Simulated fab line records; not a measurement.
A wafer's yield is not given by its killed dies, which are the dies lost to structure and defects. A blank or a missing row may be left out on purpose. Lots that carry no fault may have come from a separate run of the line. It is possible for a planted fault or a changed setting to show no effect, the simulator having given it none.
Which tool did it? :: flow berkeley_cmos170 :: Sampling: 14 lots, 42 wafers, 5 of 331 route steps

== WHAT EACH GAUGE READ, for each wafer ==
UCB170_V2_BOW_MEAS_03.
lot: L810
measured: day 8 02:16
on: film_metro-01
V2_BOW (um): 30 38 35

lot: L813
measured: day 8 10:59
on: film_metro-04
V2_BOW (um): 23 34 40

lot: L812
measured: day 8 12:17
on: film_metro-02
V2_BOW (um): 40 52 44

lot: L811
measured: day 8 13:24
on: film_metro-01
V2_BOW (um): 34 48 42

lot: L815
measured: day 9 05:19
on: film_metro-01
V2_BOW (um): 40 22 31

lot: L816
measured: day 9 06:38
on: film_metro-01
V2_BOW (um): 33 34 25

lot: L820
measured: day 9 19:01
on: film_metro-02
V2_BOW (um): 43 32 39

lot: L819
measured: day 9 19:28
on: film_metro-01
V2_BOW (um): 35 36 47

lot: L817
measured: day 9 19:56
on: film_metro-01
V2_BOW (um): 47 33 30

lot: L828
measured: day 11 20:52
on: film_metro-01
V2_BOW (um): 46 38 40

lot: L829
measured: day 11 20:59
on: film_metro-04
V2_BOW (um): 34 32 42

lot: L831
measured: day 12 09:16
on: film_metro-01
V2_BOW (um): 41 26 24

lot: L832
measured: day 12 10:23
on: film_metro-01
V2_BOW (um): 30 48 44

lot: L833
measured: day 12 18:04
on: film_metro-02
V2_BOW (um): 40 46 31

UCB170_M3_RS_MEAS_02: a four-point-probe measurement.
lot: L810
measured: day 8 04:16
on: film_metro-02
M3_AL_RS (ohm/sq): 0.03207 0.03274 0.03229

lot: L813
measured: day 8 13:29
on: film_metro-03
M3_AL_RS (ohm/sq): 0.03233 0.03269 0.03229

lot: L812
measured: day 8 14:49
on: film_metro-02
M3_AL_RS (ohm/sq): 0.0319 0.03249 0.03197

lot: L811
measured: day 8 16:20
on: film_metro-03
M3_AL_RS (ohm/sq): 0.03193 0.03233 0.03214

lot: L815
measured: day 9 07:14
on: film_metro-04
M3_AL_RS (ohm/sq): 0.03258 0.0321 0.03228

lot: L816
measured: day 9 08:40
on: film_metro-02
M3_AL_RS (ohm/sq): 0.03218 0.0321 0.03218

lot: L820
measured: day 9 21:04
on: film_metro-04
M3_AL_RS (ohm/sq): 0.03233 0.03177 0.0318

lot: L819
measured: day 9 21:35
on: film_metro-03
M3_AL_RS (ohm/sq): 0.03233 0.03217 0.03207

lot: L817
measured: day 9 21:59
on: film_metro-04
M3_AL_RS (ohm/sq): 0.03146 0.03168 0.0318

lot: L828
measured: day 11 22:48
on: film_metro-04
M3_AL_RS (ohm/sq): 0.03178 0.03221 0.03208

lot: L829
measured: day 11 23:26
on: film_metro-03
M3_AL_RS (ohm/sq): 0.0323 0.03253 0.03243

lot: L831
measured: day 12 11:19
on: film_metro-03
M3_AL_RS (ohm/sq): 0.03177 0.03206 0.03219

lot: L832
measured: day 12 12:23
on: film_metro-04
M3_AL_RS (ohm/sq): 0.03212 0.03194 0.03226

lot: L833
measured: day 12 20:37
on: film_metro-03
M3_AL_RS (ohm/sq): 0.03215 0.03229 0.03235

== EACH LOT AND THE TOOL THAT RAN IT (in order: tool; ch and the chambers of the sampled wafers; start) ==
lot: L810
UCB170_V2_CVD_00: pecvd-01 ch 1,2, day 8 01:44
UCB170_V2_ETCH_14: rie_diel-01 ch 1,2, day 8 03:43
UCB170_V2_STRIP_15: plasma_asher-01 ch 0,1, day 8 03:53

lot: L813
UCB170_V2_CVD_00: pecvd-02 ch 0,2, day 8 10:28
UCB170_V2_ETCH_14: rie_diel-04 ch 0,1,2, day 8 12:56
UCB170_V2_STRIP_15: plasma_asher-01 ch 0,1, day 8 13:07

lot: L812
UCB170_V2_CVD_00: pecvd-01 ch 0,1, day 8 11:44
UCB170_V2_ETCH_14: rie_diel-03 ch 0,2, day 8 14:13
UCB170_V2_STRIP_15: plasma_asher-02 ch 0,1, day 8 14:26

lot: L811
UCB170_V2_CVD_00: pecvd-04 ch 0,1, day 8 12:47
UCB170_V2_ETCH_14: rie_diel-01 ch 2,3, day 8 15:46
UCB170_V2_STRIP_15: plasma_asher-03 ch 0,1, day 8 15:56

lot: L815
UCB170_V2_CVD_00: pecvd-02 ch 1,2, day 9 04:47
UCB170_V2_ETCH_14: rie_diel-04 ch 0,1,3, day 9 06:40
UCB170_V2_STRIP_15: plasma_asher-03 ch 0, day 9 06:51

lot: L816
UCB170_V2_CVD_00: pecvd-01 ch 0,1,2, day 9 06:05
UCB170_V2_ETCH_14: rie_diel-04 ch 0,1,2, day 9 08:06
UCB170_V2_STRIP_15: plasma_asher-03 ch 0,1, day 9 08:17

lot: L820
UCB170_V2_CVD_00: pecvd-01 ch 1,2, day 9 18:31
UCB170_V2_ETCH_14: rie_diel-04 ch 0,1, day 9 20:31
UCB170_V2_STRIP_15: plasma_asher-03 ch 0,1, day 9 20:41

lot: L819
UCB170_V2_CVD_00: pecvd-02 ch 0,1,2, day 9 18:55
UCB170_V2_ETCH_14: rie_diel-01 ch 2,3, day 9 20:56
UCB170_V2_STRIP_15: plasma_asher-02 ch 0,1, day 9 21:12

lot: L817
UCB170_V2_CVD_00: pecvd-01 ch 0,2, day 9 19:25
UCB170_V2_ETCH_14: rie_diel-04 ch 1,2,3, day 9 21:26
UCB170_V2_STRIP_15: plasma_asher-03 ch 0,1, day 9 21:37

lot: L828
UCB170_V2_CVD_00: pecvd-01 ch 0,2, day 11 20:21
UCB170_V2_ETCH_14: rie_diel-03 ch 1,2, day 11 22:15
UCB170_V2_STRIP_15: plasma_asher-02 ch 0,1, day 11 22:26

lot: L829
UCB170_V2_CVD_00: pecvd-02 ch 0,1,2, day 11 20:28
UCB170_V2_ETCH_14: rie_diel-01 ch 0,2,3, day 11 22:53
UCB170_V2_STRIP_15: plasma_asher-02 ch 0,1, day 11 23:04

lot: L831
UCB170_V2_CVD_00: pecvd-01 ch 0,1, day 12 08:45
UCB170_V2_ETCH_14: rie_diel-03 ch 0,1,3, day 12 10:47
UCB170_V2_STRIP_15: plasma_asher-01 ch 0,1, day 12 10:57

lot: L832
UCB170_V2_CVD_00: pecvd-01 ch 0,1,2, day 12 09:52
UCB170_V2_ETCH_14: rie_diel-01 ch 0,2,3, day 12 11:50
UCB170_V2_STRIP_15: plasma_asher-03 ch 0,1, day 12 12:01

lot: L833
UCB170_V2_CVD_00: pecvd-04 ch 0,1,2, day 12 17:33
UCB170_V2_ETCH_14: rie_diel-01 ch 0,2,3, day 12 20:04
UCB170_V2_STRIP_15: plasma_asher-03 ch 0,1, day 12 20:14
- UCB170_V2_CVD_00: deposits SiO2 from TEOS/O2, target thk 2000 nm, time 250 s.
- UCB170_V2_ETCH_14: etches SiO2 in CHF3/CF4/Ar, stops on Al, target depth 1250 nm, time 291 s.
- UCB170_V2_STRIP_15: strips in O2.

== AS READ BY THE TOOLS THEMSELVES (means over the sampled wafers that have a number; for cases with no such wafer, the mark the record gives instead) ==
UCB170_V2_CVD_00.
lot: L810
tool: pecvd-01
heater_power_w (W): 270

lot: L813
tool: pecvd-02
heater_power_w (W): 245

lot: L812
tool: pecvd-01
heater_power_w (W): 308

lot: L811
tool: pecvd-04
heater_power_w (W): 270

lot: L815
tool: pecvd-02
heater_power_w (W): 246

lot: L816
tool: pecvd-01
heater_power_w (W): 262

lot: L820
tool: pecvd-01
heater_power_w (W): 261

lot: L819
tool: pecvd-02
heater_power_w (W): 269

lot: L817
tool: pecvd-01
heater_power_w (W): 290

lot: L828
tool: pecvd-01
heater_power_w (W): 262

lot: L829
tool: pecvd-02
heater_power_w (W): 301

lot: L831
tool: pecvd-01
heater_power_w (W): 284

lot: L832
tool: pecvd-01
heater_power_w (W): 263

lot: L833
tool: pecvd-04
heater_power_w (W): 232

UCB170_V2_ETCH_14.
lot: L810
tool: rie_diel-01
drypump_motor_current_A (A): 5.6
oes_product_au (a.u.): 0.867
throttle_valve_pct (%): 6.79

lot: L813
tool: rie_diel-04
drypump_motor_current_A (A): 5.5
oes_product_au (a.u.): 0.878
throttle_valve_pct (%): 6.97

lot: L812
tool: rie_diel-03
drypump_motor_current_A (A): 5.5
oes_product_au (a.u.): 0.886
throttle_valve_pct (%): 6.83

lot: L811
tool: rie_diel-01
drypump_motor_current_A (A): 6.0
oes_product_au (a.u.): 0.846
throttle_valve_pct (%): 6.90

lot: L815
tool: rie_diel-04
drypump_motor_current_A (A): 5.6
oes_product_au (a.u.): 0.872
throttle_valve_pct (%): 7.03

lot: L816
tool: rie_diel-04
drypump_motor_current_A (A): 5.5
oes_product_au (a.u.): 0.878
throttle_valve_pct (%): 6.97

lot: L820
tool: rie_diel-04
drypump_motor_current_A (A): 6.0
oes_product_au (a.u.): 0.825
throttle_valve_pct (%): 6.92

lot: L819
tool: rie_diel-01
drypump_motor_current_A (A): 6.0
oes_product_au (a.u.): 0.846
throttle_valve_pct (%): 6.94

lot: L817
tool: rie_diel-04
drypump_motor_current_A (A): 5.6
oes_product_au (a.u.): 0.817
throttle_valve_pct (%): 7.04

lot: L828
tool: rie_diel-03
drypump_motor_current_A (A): 6.2
oes_product_au (a.u.): 0.875
throttle_valve_pct (%): 6.79

lot: L829
tool: rie_diel-01
drypump_motor_current_A (A): 6.2
oes_product_au (a.u.): 0.857
throttle_valve_pct (%): 6.94

lot: L831
tool: rie_diel-03
drypump_motor_current_A (A): 5.7
oes_product_au (a.u.): 0.864
throttle_valve_pct (%): 6.88

lot: L832
tool: rie_diel-01
drypump_motor_current_A (A): 6.2
oes_product_au (a.u.): 0.859
throttle_valve_pct (%): 6.94

lot: L833
tool: rie_diel-01
drypump_motor_current_A (A): 6.2
oes_product_au (a.u.): 0.855
throttle_valve_pct (%): 6.94

UCB170_V2_STRIP_15.
lot: L810
tool: plasma_asher-01
drypump_motor_current_A (A): 5.7
oes_product_au (a.u.): 0.722
strip_time_to_endpoint_s (s): 15.37

lot: L813
tool: plasma_asher-01
drypump_motor_current_A (A): 5.8
oes_product_au (a.u.): 0.719
strip_time_to_endpoint_s (s): 15.41

lot: L812
tool: plasma_asher-02
drypump_motor_current_A (A): 5.8
oes_product_au (a.u.): 0.722
strip_time_to_endpoint_s (s): 15.44

lot: L811
tool: plasma_asher-03
drypump_motor_current_A (A): 6.1
oes_product_au (a.u.): 0.719
strip_time_to_endpoint_s (s): 15.29

lot: L815
tool: plasma_asher-03
drypump_motor_current_A (A): 6.6
oes_product_au (a.u.): 0.723
strip_time_to_endpoint_s (s): 15.39

lot: L816
tool: plasma_asher-03
drypump_motor_current_A (A): 6.4
oes_product_au (a.u.): 0.724
strip_time_to_endpoint_s (s): 15.29

lot: L820
tool: plasma_asher-03
drypump_motor_current_A (A): 6.4
oes_product_au (a.u.): 0.724
strip_time_to_endpoint_s (s): 14.57

lot: L819
tool: plasma_asher-02
drypump_motor_current_A (A): 5.8
oes_product_au (a.u.): 0.724
strip_time_to_endpoint_s (s): 15.40

lot: L817
tool: plasma_asher-03
drypump_motor_current_A (A): 6.4
oes_product_au (a.u.): 0.717
strip_time_to_endpoint_s (s): 14.57

lot: L828
tool: plasma_asher-02
drypump_motor_current_A (A): 5.8
oes_product_au (a.u.): 0.721
strip_time_to_endpoint_s (s): 15.19

lot: L829
tool: plasma_asher-02
drypump_motor_current_A (A): 5.4
oes_product_au (a.u.): 0.721
strip_time_to_endpoint_s (s): 15.42

lot: L831
tool: plasma_asher-01
drypump_motor_current_A (A): 5.7
oes_product_au (a.u.): 0.720
strip_time_to_endpoint_s (s): 15.40

lot: L832
tool: plasma_asher-03
drypump_motor_current_A (A): 6.2
oes_product_au (a.u.): 0.729
strip_time_to_endpoint_s (s): 15.41

lot: L833
tool: plasma_asher-03
drypump_motor_current_A (A): 6.2
oes_product_au (a.u.): 0.725
strip_time_to_endpoint_s (s): 15.45

== THE ANSWER, worked out from the rows above alone ==
Rule: usual is defined by the lots themselves. Put in order of their means at a reading, lots are off if they are a third of the lots or fewer, leave a main group of 4 or more, and stand apart from it by a gap of 3 or more times the standard deviation of the main group's means; of several such gaps the widest counts. A main group is skipped when, at the precision printed for the reading in the tables above, its means are all equal. A lot without any number at a reading at which 4 lots or more have one is off too. The other lots that the step has rows for count as sound. First the gauges in route order, then the tools' own readings, where a lot's mean is used as printed above. At the first step where some lot is off, the reading lying furthest off is the one used; lots without a number count as furthest.
Off, at UCB170_V2_STRIP_15 on strip_time_to_endpoint_s: L820, L817. Main group: mean 15.37 s, sd 0.073.
A tool fits if, at that step or a process step before it, it ran every lot that is off, and no sound lot after the first of them. One candidate fits, namely rie_diel-04 at UCB170_V2_ETCH_14. Its last sound lot is L816 (day 9 08:06), its first lot that is off L820 (day 9 20:31): a fault that began between those two fits.

== WHAT HAD BEEN PUT IN BY THE SIMULATOR ==
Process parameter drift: rie_diel-04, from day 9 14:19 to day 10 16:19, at UCB170_V2_ETCH_14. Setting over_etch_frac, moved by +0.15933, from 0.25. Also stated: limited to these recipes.
Lots struck among those shown: L820, L817. The same result came from the rule above.
